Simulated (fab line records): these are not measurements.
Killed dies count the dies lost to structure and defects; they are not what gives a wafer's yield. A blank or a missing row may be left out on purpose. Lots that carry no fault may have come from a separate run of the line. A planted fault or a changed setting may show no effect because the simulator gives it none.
Code-filled problem report in 8D (eight disciplines) form :: flow ritCmos :: the parts of the form that need people (team, actions taken, sign-off) are left out

== 1. THE ISSUE ==
o2FlowSccm at RIT_PWELL_STRIP_09 reads a mean of 4796 sccm on 3 wafers of 2 lots; wafers without a fault read 4001 sccm with a standard deviation of 12. Measured from the usual mean, that is +66 standard deviations.
The step: strips in O2, time 180 s.
Earliest sighting: wafer L648.3 on plasmaAsher-03 at day 4 23:16. At this step, 42 wafers from 14 lots have a number in the record. The rule behind "out" and "out of limits": a value lying over 4 standard deviations away from the usual mean. Any other wafer with a number is counted as sound.

== 2. WHAT IT IS, AND WHAT IT ISN'T ==
question: which readings at this step
is: o2FlowSccm
is not: drypumpMotorCurrentA

question: which lots
is: L648, L650
is not: L634, L635, L636, L637, L638, L639, L640, L644, L652, L654, L655, L657

question: which wafers of those lots
is: L648.3, L650.1, L650.3
is not: L648.4, L648.6, L650.6

question: read on which tools
is: plasmaAsher-03
is not: plasmaAsher-01, plasmaAsher-02

question: when
is: from day 4 23:16
is not: up to then (26 sound wafers); but 13 sound wafers of L650, L652, L654, L655, L657 came after

== 3. THE SUSPECTS, EACH WITH WHAT RULES IT OUT ==
Counting: if a tool at a process step up to the reading ran every lot that is out, it stays a suspect. Sound lots after the first of them don't rule it out here, since some wafers of a struck lot are sound.
- plasmaAsher-03 at RIT_PWELL_STRIP_09 (strips in O2, time 180 s): kept. It processed each lot that is out (first: L648, day 4 23:16); up to then, its last sound lot is L634 (day 2 08:28). Out on those wafers are its own readings of o2FlowSccm.
- At RIT_PWELL_STRIP_09 on plasmaAsher-03, chamber 0 took the sound wafers of the same lots and chamber 1 took the wafers that are out.
The count leaves plasmaAsher-03 at RIT_PWELL_STRIP_09.

== 4. THE CAUSE (what the simulator had put in) ==
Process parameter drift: plasmaAsher-03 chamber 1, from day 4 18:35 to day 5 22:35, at RIT_PWELL_STRIP_09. A move of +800 in setting o2FlowSccm, from 4000. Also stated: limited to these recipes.
Only this tool survived the counting.

== 5. THE CHAIN OF EFFECTS, in route order ==
Rows list readings where the struck wafers' mean (over those with a number) sits beyond 3 standard deviations from the usual. Only readings for which the record gives a usual standard deviation are gone through. hours: the time from each lot's start at the first step in this table that gives one to its start at this step, as a median over the lots. sigmas: the change in usual standard deviations.
hours: 0
step: RIT_PWELL_STRIP_09
reading: o2FlowSccm
usual: 4001 sccm
on struck wafers: 4796
change: +795
sigmas: +66
Its process steps:
- RIT_PWELL_STRIP_09: strips in O2, time 180 s.

== 6. WHAT WOULD HAVE CAUGHT IT SOONER ==
5 hours passed between the start of the fault at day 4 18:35 and the first reading out of limits in this record, taken at day 4 23:16.
